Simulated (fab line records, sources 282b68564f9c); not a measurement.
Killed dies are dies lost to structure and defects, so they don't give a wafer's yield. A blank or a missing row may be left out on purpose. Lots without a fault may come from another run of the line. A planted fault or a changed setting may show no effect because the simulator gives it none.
A struck lot beside a sound one | flow rit_cmos | 18 steps out of a route of 202
Sound: wafers L907.3, L907.4, L907.5. Struck: wafers L912.1, L912.3, L912.4. The cause comes at the end.
At each step with rows: each side's tool, then ch and its chambers, then its first start. Under that, the readings that differ: sound wafers | struck wafers | difference of the means | sigmas: that difference in standard deviations of wafers without a fault.
alike: readings whose means differ by less than 2 such deviations, and words and numbers that are the same on both sides. not compared: withheld readings, readings that some wafer has no value for, bounds like >300 that may hide the same value, and numbers for which the record gives no deviation and whose values overlap.
The two part at a step that has a row with sigmas, a row that says differs or no value, or rows on one side only. Numbers that don't overlap but have no deviation are shown without sigmas and don't part them. A reading that every wafer of one side lacks parts them only if that side has two wafers or more.

first, 3 steps without rows for these wafers: RIT_ACTIVE_CLEAN_16 (cleans in dHF, time 30 s); RIT_ACTIVE_CLEAN_17 (cleans in SC2, time 600 s); RIT_FOX1_OXIDATION_00 (target thk 350.7 nm, ox time 1130 s).
RIT_FOX1_THK_MEAS_01:
  sound on film_metro-02, day 2 22:58; struck on film_metro-02, day 3 23:49
  reading             | sound       | struck      | difference | sigmas
  FOX1_OXIDE_THK (nm) | 352 359 360 | 342 347 343 | -13        | -2
then, 2 steps without rows for these wafers: RIT_FOX1_WET_ETCH_02 (etches SiO2 in BOE, target depth 350 nm, time 390 s); RIT_FOX2_OXIDATION_00 (target thk 350.7 nm, ox time 1130 s).
RIT_FOX2_THK_MEAS_01:
  sound on film_metro-03, day 3 00:27; struck on film_metro-03, day 4 01:22
  alike: FOX2_OXIDE_THK
then, 2 steps without rows for these wafers: RIT_FOX2_CLEAN_02 (cleans in dHF, time 180 s); RIT_FOX2_WET_ETCH_03 (etches Si3N4 in H3PO4, target depth 195 nm, time 2700 s).
RIT_FOX2_THK_MEAS_90:
  sound on film_metro-03, day 3 01:20; struck on film_metro-03, day 4 02:15
  alike: FIELD_OXIDE_LEFT_1_THK
then, 2 steps without rows for these wafers: RIT_NWELL_HMDS_00 (prime time 60 s); RIT_NWELL_COAT_01 (resist thk 1300 nm).
RIT_NWELL_SOFTBAKE_02: time 60 s.
  sound on litho_track-03 ch 0, day 3 01:43; struck on litho_track-03 ch 0, day 4 02:37
  reading                  | sound             | struck            | difference | sigmas
  heater_power_total_W (W) | 34.59 34.61 34.62 | 33.32 33.31 33.33 | -1.29      | -27
  plate_temp_C (C)         | 89.93 89.94 89.96 | 87.72 87.70 87.68 | -2.24      | -16
  alike: chill_plate_temp_C
then, 2 steps without rows for these wafers: RIT_NWELL_EXPOSE_03 (exposes mask M2, target cd 43900 nm); RIT_NWELL_PEB_04.
RIT_NWELL_DEVELOP_05: develop time 68 s.
  sound on litho_track-03 ch 0; struck on litho_track-03 ch 0
  reading                                    | sound          | struck         | difference | sigmas
  model.NOVOLAK_of_NWELL_COAT_01.thk_nm (nm) | 1305 1298 1305 | 1308 1308 1307 | +5         |
  alike: chill_plate_temp_C
RIT_NWELL_OVL_MEAS_06:
  sound on overlay-01, day 3 02:16; struck on overlay-02, day 4 03:19
  alike: NWELL_OVL
RIT_M1_PROBE_99:
  sound on prober-02, day 4 14:08; struck on prober-01, day 5 14:52
  alike: killed_at_contacts, killed_at_front_end, killed_dies, killed_on_rim, killed_open, killed_short

WHERE THEY PART
First at RIT_FOX1_THK_MEAS_01; last, within this record, at RIT_NWELL_SOFTBAKE_02. Later steps at which nothing parts them and some readings are alike: RIT_NWELL_DEVELOP_05, RIT_NWELL_OVL_MEAS_06, RIT_M1_PROBE_99.

WHY: what the simulator had put in
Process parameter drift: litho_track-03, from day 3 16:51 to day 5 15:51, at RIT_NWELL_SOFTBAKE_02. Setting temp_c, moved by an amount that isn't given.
